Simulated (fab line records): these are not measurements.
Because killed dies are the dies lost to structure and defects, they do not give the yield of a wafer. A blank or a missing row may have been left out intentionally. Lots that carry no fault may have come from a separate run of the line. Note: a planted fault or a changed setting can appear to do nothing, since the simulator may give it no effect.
fab line records -- flow rit_cmos
record lots=14, wafers=42, last_day=7
route steps=202 shown NSD@136 M1@202
lots untouched by any fault: they come from a run of this same line in which no faults occurred
start_h: the number of hours between the record's first day and the start of the first shown wafer of the lot -- wait_h: hours from the lot's prior step to this one -- " identical to the entry in the row above -- L1.1+2: one row covering several wafers at once -- - either no value or no given start -- * or withheld: withheld -- < > ~ a bound
route shown NAME@n: a module of which the file shows steps, and the number in the route of the first -- usual: mean/standard deviation of fault-free wafers -- same: alike in all rows -- chamber/n: place in a boat -- sites: per-site readings -- _std_site: standard deviation across them -- _edge_site: mean of outer sites minus mean of inner sites -- radius_mm: how far each site lies from the wafer's centre -- mask NAME#n: copy n -- behind: the tool/chamber that last shaped the wafer -- hold: cause of the lot's hold/its duration in hours/its outcome -- device: the n, p or np transistor that did not switch -- end of line: the same wafers' tests at the end of the route -- where a step has no rows: the recipe by itself -- killed: not the wafer's yield, but the dies lost to structure and defects at the first sort -- map: per-die view of a wafer (x killed, . not killed, _ where there is no die)
set.NAME: the setting as run; set.NAME@STEP: as run at that earlier step -- model.NAME: the simulator's own value behind a step, which no gauge read
a sample of lots followed through the steps of the route, with each step as a table and each wafer as a row
## steps
# step RIT_NSD_DEVELOP_05
# recipe resist=NOVOLAK, develop_time_s=50, dev_temp_c=23
# usual chill_plate_temp_C=22.98/0.09, developer_temp_C=23.01/0.11, resist_line_temp_C=23.03/0.11
lot.wafer,tool,chamber,start_h,wait_h,chill_plate_temp_C,developer_temp_C,resist_line_temp_C
L593.3,litho_track-03,0,53,-,22.83,22.86,23.07
L593.5,litho_track-03,0,53,-,22.95,23.09,22.86
L593.6,litho_track-03,0,53,-,22.87,22.94,23.07
L594.2,litho_track-03,0,59,-,22.98,23.16,22.89
L594.3,litho_track-03,0,59,-,23.02,22.97,23.23
L594.5,litho_track-03,0,59,-,23.10,23.06,23.00
L595.2,litho_track-03,0,62,-,22.88,22.96,23.16
L595.3,litho_track-03,0,62,-,23.06,22.91,23.20
L595.5,litho_track-03,0,62,-,23.00,23.03,23.16
L596.1,litho_track-03,0,68,-,22.89,22.89,22.96
L596.2,litho_track-03,0,68,-,23.07,23.09,22.96
L596.5,litho_track-03,0,68,-,22.99,22.93,22.96
L597.1,litho_track-02,0,72,-,23.05,23.14,23.05
L597.5,litho_track-02,0,72,-,22.99,23.02,22.90
L597.6,litho_track-02,0,72,-,22.93,23.03,23.00
L599.4,litho_track-02,0,83,-,22.96,23.20,23.06
L599.5,litho_track-02,0,83,-,23.00,23.05,22.95
L599.6,litho_track-02,0,83,-,22.86,23.01,23.13
L601.1,litho_track-02,0,93,-,23.07,22.98,22.95
L601.2,litho_track-02,0,93,-,22.96,22.81,22.97
L601.4,litho_track-02,0,93,-,23.03,22.76,23.16
L602.1,litho_track-03,0,96,-,23.08,22.83,23.04
L602.3,litho_track-03,0,96,-,23.10,22.80,23.18
L602.6,litho_track-03,0,96,-,22.94,22.68,22.83
L606.1,litho_track-03,0,116,-,22.99,20.62,22.92
L606.5,litho_track-03,0,117,-,23.04,20.62,22.94
L606.6,litho_track-03,0,117,-,22.99,20.61,23.07
L607.2,litho_track-02,0,121,-,23.11,23.07,23.17
L607.3,litho_track-02,0,121,-,23.00,23.10,23.09
L607.5,litho_track-02,0,121,-,23.09,22.93,23.01
L608.3,litho_track-03,0,126,-,22.99,20.76,23.04
L608.5,litho_track-03,0,126,-,22.80,20.69,22.87
L608.6,litho_track-03,0,126,-,22.91,20.62,23.01
L612.1,litho_track-02,0,146,-,22.93,22.99,22.98
L612.4,litho_track-02,0,146,-,22.87,23.28,22.95
L612.5,litho_track-02,0,146,-,22.99,23.14,22.95
L614.1,litho_track-02,0,156,-,23.02,23.06,23.01
L614.3,litho_track-02,0,156,-,22.84,22.99,22.97
L614.6,litho_track-02,0,156,-,22.95,23.15,23.12
L615.1,litho_track-02,0,164,-,23.08,22.73,23.09
L615.3,litho_track-02,0,164,-,23.03,22.96,23.08
L615.5,litho_track-02,0,164,-,23.13,22.96,23.16
# step RIT_M1_PROBE_99
# usual killed_at_M0_to_M3=0.0/0.12, killed_at_contacts=0.1/0.23, killed_at_front_end=7/3.1, killed_dies=7/3.1, killed_open=3.4/2.1, killed_short=3.5/2
# same gross_dies=264, killed_at_M4_up=0, killed_at_back_side=0, killed_at_other=0
lot.wafer,tool,chamber,start_h,wait_h,killed_at_M0_to_M3,killed_at_contacts,killed_at_front_end,killed_dies,killed_open,killed_short
L593.3,prober-01,-,63.37,0.2,0,0,1,1,0,1
L593.5,prober-01,-,63.47,0.2,0,0,5,5,1,4
L593.6,prober-01,-,63.52,0.2,0,0,10,10,7,3
L594.2,prober-02,-,70.10,0.1,0,0,13,13,4,9
L594.3,prober-02,-,70.15,0.2,0,0,9,9,5,4
L594.5,prober-02,-,70.25,0.2,0,0,7,7,4,3
L595.2,prober-01,-,75.15,0.1,0,0,3,3,3,0
L595.3,prober-01,-,75.20,0.2,0,0,9,9,7,2
L595.5,prober-01,-,75.30,0.2,0,0,5,5,3,2
L596.1,prober-02,-,78.96,0.1,0,0,18,18,5,13
L596.2,prober-02,-,79.01,0.1,0,0,4,4,2,2
L596.5,prober-02,-,79.16,0.2,0,0,5,5,1,4
L597.1,prober-01,-,82.81,0.1,0,0,7,7,4,3
L597.5,prober-01,-,83.01,0.2,0,0,6,6,1,5
L597.6,prober-01,-,83.06,0.2,0,0,7,7,3,4
L599.4,prober-01,-,93.48,0.2,0,0,7,7,5,2
L599.5,prober-01,-,93.53,0.2,0,0,4,4,2,2
L599.6,prober-01,-,93.58,0.2,0,0,5,5,3,2
L601.1,prober-01,-,103.24,0.1,0,0,10,10,2,8
L601.2,prober-01,-,103.29,0.1,0,0,12,12,7,5
L601.4,prober-01,-,103.39,0.2,0,0,5,5,1,4
L602.1,prober-02,-,107.09,0.1,0,1,7,8,2,6
L602.3,prober-02,-,107.19,0.2,0,0,5,5,2,3
L602.6,prober-02,-,107.34,0.2,0,0,14,14,7,7
L606.1,prober-01,-,127.00,0.1,0,0,7,7,2,5
L606.5,prober-01,-,127.20,0.2,0,0,5,5,4,1
L606.6,prober-01,-,127.25,0.2,0,0,9,9,7,2
L607.2,prober-02,-,131.51,0.1,1,0,6,7,3,4
L607.3,prober-02,-,131.56,0.2,0,0,2,2,1,1
L607.5,prober-02,-,131.66,0.2,0,0,10,10,6,4
L608.3,prober-01,-,136.52,0.2,0,0,9,9,4,5
L608.5,prober-01,-,136.62,0.2,0,1,9,10,3,7
L608.6,prober-01,-,136.67,0.2,0,0,21,21,12,9
L612.1,prober-01,-,156.46,0.1,0,0,9,9,8,1
L612.4,prober-01,-,156.61,0.2,0,0,11,11,5,6
L612.5,prober-01,-,156.66,0.2,0,0,5,5,1,4
L614.1,prober-01,-,166.53,0.1,0,0,6,6,1,5
L614.3,prober-01,-,166.63,0.2,0,1,6,7,5,2
L614.6,prober-01,-,166.78,0.2,0,0,8,8,3,5
L615.1,prober-02,-,174.34,0.1,0,0,10,10,5,5
L615.3,prober-02,-,174.44,0.2,0,0,5,5,0,5
L615.5,prober-02,-,174.54,0.2,0,0,5,5,5,0
# killed by level:class
L593.3 GATE:geometric_particle:short=1
L593.5 FOX2:geometric_particle:short=2 FOX2:geometric_particle:open=1 REOX:geometric_particle:short=1 SPACER:geometric_particle:short=1
L593.6 GATE:geometric_particle:open=5 GATE:geometric_particle:short=2 SPACER:geometric_particle:open=2 SPACER:geometric_particle:short=1
L594.2 GATE:geometric_particle:short=5 FOX1:geometric_particle:short=4 FOX1:geometric_particle:open=1 GATE:geometric_particle:open=1 SPACER:geometric_particle:open=1 SILICIDE:geometric_particle:open=1
L594.3 SILICIDE:geometric_particle:open=2 FOX1:geometric_particle:open=1 FOX2:geometric_particle:short=1 GATE:geometric_particle:short=1 GATE:geometric_particle:open=1 SPACER:geometric_particle:open=1 SPACER:geometric_particle:short=1 SILICIDE:geometric_particle:short=1
L594.5 FOX1:geometric_particle:open=2 FOX1:geometric_particle:short=1 FOX2:geometric_particle:short=1 GATE:geometric_particle:open=1 GATE:geometric_particle:short=1 SILICIDE:geometric_particle:open=1
L595.2 GATE:geometric_particle:open=2 REOX:geometric_particle:open=1
L595.3 FOX1:geometric_particle:open=2 GATE:geometric_particle:open=2 REOX:geometric_particle:open=2 FOX1:geometric_particle:short=1 SPACER:geometric_particle:open=1 SPACER:geometric_particle:short=1
L595.5 SILICIDE:geometric_particle:open=2 GATE:geometric_particle:short=1 REOX:geometric_particle:open=1 STARTING-WAFER:geometric_particle:short=1
L596.1 SPACER:geometric_particle:short=7 GATE:geometric_particle:short=4 SPACER:geometric_particle:open=4 REOX:geometric_particle:short=2 REOX:geometric_particle:open=1
L596.2 REOX:geometric_particle:open=1 REOX:geometric_particle:short=1 SPACER:geometric_particle:open=1 SILICIDE:geometric_particle:short=1
L596.5 FOX1:geometric_particle:short=1 GATE:geometric_particle:short=1 REOX:geometric_particle:open=1 REOX:geometric_particle:short=1 SPACER:geometric_particle:short=1
L597.1 SILICIDE:geometric_particle:open=3 FOX1:geometric_particle:open=1 FOX2:geometric_particle:short=1 GATE:geometric_particle:short=1 SILICIDE:geometric_particle:short=1
L597.5 GATE:geometric_particle:short=3 FOX1:geometric_particle:short=2 GATE:geometric_particle:open=1
L597.6 SPACER:geometric_particle:short=3 SPACER:geometric_particle:open=2 GATE:geometric_particle:short=1 GATE:geometric_particle:open=1
L599.4 SPACER:geometric_particle:open=4 GATE:geometric_particle:short=1 REOX:geometric_particle:open=1 SPACER:geometric_particle:short=1
L599.5 FOX1:geometric_particle:short=1 GATE:geometric_particle:open=1 REOX:geometric_particle:short=1 SPACER:geometric_particle:open=1
L599.6 GATE:geometric_particle:open=2 FOX2:geometric_particle:open=1 GATE:geometric_particle:short=1 SPACER:geometric_particle:short=1
L601.1 GATE:geometric_particle:short=6 FOX1:geometric_particle:short=1 FOX1:geometric_particle:open=1 GATE:geometric_particle:open=1 SPACER:geometric_particle:short=1
L601.2 GATE:geometric_particle:open=4 SPACER:geometric_particle:short=3 FOX1:geometric_particle:short=1 FOX1:geometric_particle:open=1 GATE:geometric_particle:short=1 REOX:geometric_particle:open=1 SPACER:geometric_particle:open=1
L601.4 FOX2:geometric_particle:short=2 GATE:geometric_particle:short=2 SILICIDE:geometric_particle:open=1
L602.1 GATE:geometric_particle:short=4 FOX1:geometric_particle:short=1 FOX2:geometric_particle:open=1 SILICIDE:geometric_particle:open=1 CONTACT:geometric_particle:short=1
L602.3 GATE:geometric_particle:short=2 FOX2:geometric_particle:open=1 GATE:geometric_particle:open=1 REOX:geometric_particle:short=1
L602.6 FOX1:geometric_particle:short=3 SPACER:geometric_particle:open=3 GATE:geometric_particle:open=2 FOX1:geometric_particle:open=1 FOX2:geometric_particle:open=1 GATE:geometric_particle:short=1 REOX:geometric_particle:short=1 SPACER:geometric_particle:short=1
L606.1 GATE:geometric_particle:short=4 FOX1:geometric_particle:short=1 GATE:geometric_particle:open=1 SILICIDE:geometric_particle:open=1
L606.5 GATE:geometric_particle:open=3 SPACER:geometric_particle:open=1 SPACER:geometric_particle:short=1
L606.6 GATE:geometric_particle:open=4 FOX1:geometric_particle:open=3 FOX2:geometric_particle:short=1 GATE:geometric_particle:short=1
L607.2 ACTIVE:geometric_particle:short=1 FOX1:geometric_particle:open=1 GATE:geometric_particle:short=1 GATE:geometric_particle:open=1 REOX:geometric_particle:short=1 SILICIDE:geometric_particle:short=1 M1:geometric_particle:open=1
L607.3 GATE:geometric_particle:short=1 GATE:geometric_particle:open=1
L607.5 GATE:geometric_particle:short=4 GATE:geometric_particle:open=3 FOX1:geometric_particle:open=2 FOX2:geometric_particle:open=1
L608.3 FOX2:geometric_particle:open=2 GATE:geometric_particle:short=2 REOX:geometric_particle:short=2 SPACER:geometric_particle:open=2 SILICIDE:geometric_particle:short=1
L608.5 FOX1:geometric_particle:short=4 GATE:geometric_particle:open=2 FOX2:geometric_particle:short=1 GATE:geometric_particle:short=1 SILICIDE:geometric_particle:open=1 CONTACT:geometric_particle:short=1
L608.6 SILICIDE:geometric_particle:short=5 GATE:geometric_particle:short=3 REOX:geometric_particle:open=3 SILICIDE:geometric_particle:open=3 FOX2:geometric_particle:open=2 GATE:geometric_particle:open=2 FOX1:geometric_particle:open=1 FOX1:geometric_particle:short=1
L612.1 GATE:geometric_particle:open=6 FOX1:geometric_particle:short=1 REOX:geometric_particle:open=1 SPACER:geometric_particle:open=1
L612.4 GATE:geometric_particle:short=4 GATE:geometric_particle:open=4 FOX1:geometric_particle:short=1 FOX2:geometric_particle:short=1 REOX:geometric_particle:open=1
L612.5 GATE:geometric_particle:short=3 SPACER:geometric_particle:open=1 SPACER:geometric_particle:short=1
L614.1 GATE:geometric_particle:short=3 FOX1:geometric_particle:short=2 GATE:geometric_particle:open=1
L614.3 FOX1:geometric_particle:open=1 FOX2:geometric_particle:open=1 GATE:geometric_particle:open=1 REOX:geometric_particle:open=1 SPACER:geometric_particle:short=1 SPACER:geometric_particle:open=1 CONTACT:geometric_particle:short=1
L614.6 SPACER:geometric_particle:short=2 SILICIDE:geometric_particle:short=2 FOX1:geometric_particle:open=1 FOX1:geometric_particle:short=1 GATE:geometric_particle:open=1 SILICIDE:geometric_particle:open=1
L615.1 SILICIDE:geometric_particle:open=3 FOX1:geometric_particle:short=2 FOX1:geometric_particle:open=2 SILICIDE:geometric_particle:short=2 GATE:geometric_particle:short=1
L615.3 GATE:geometric_particle:short=3 SILICIDE:geometric_particle:short=2
L615.5 FOX1:geometric_particle:open=2 SILICIDE:geometric_particle:open=2 SPACER:geometric_particle:open=1
## key
first_sign step=RIT_NSD_DEVELOP_05, reading=developer_temp_C, direction=down, sigmas=22, usual=*, struck=*
effect none on later readings
met_at RIT_NSD_DEVELOP_05
struck_lots L606,L608
tester_left_out L606,L608
onset_between 96 116
fault kind=process_parameter_drift, tool=litho_track-03, chamber=-, onset_h=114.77, steps=RIT_NSD_DEVELOP_05, channel=dev_temp_c, offset=*, shape=step, end_h=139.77, acts_in=*, stated=*
# tester_left_out: of these lots the tester's yield and bins aren't shown, on N5 and GAA mostly nor the transistor test; their killed dies are dies lost to structure and defects alone, not to doping, threshold or leakage, so they don't give the yield
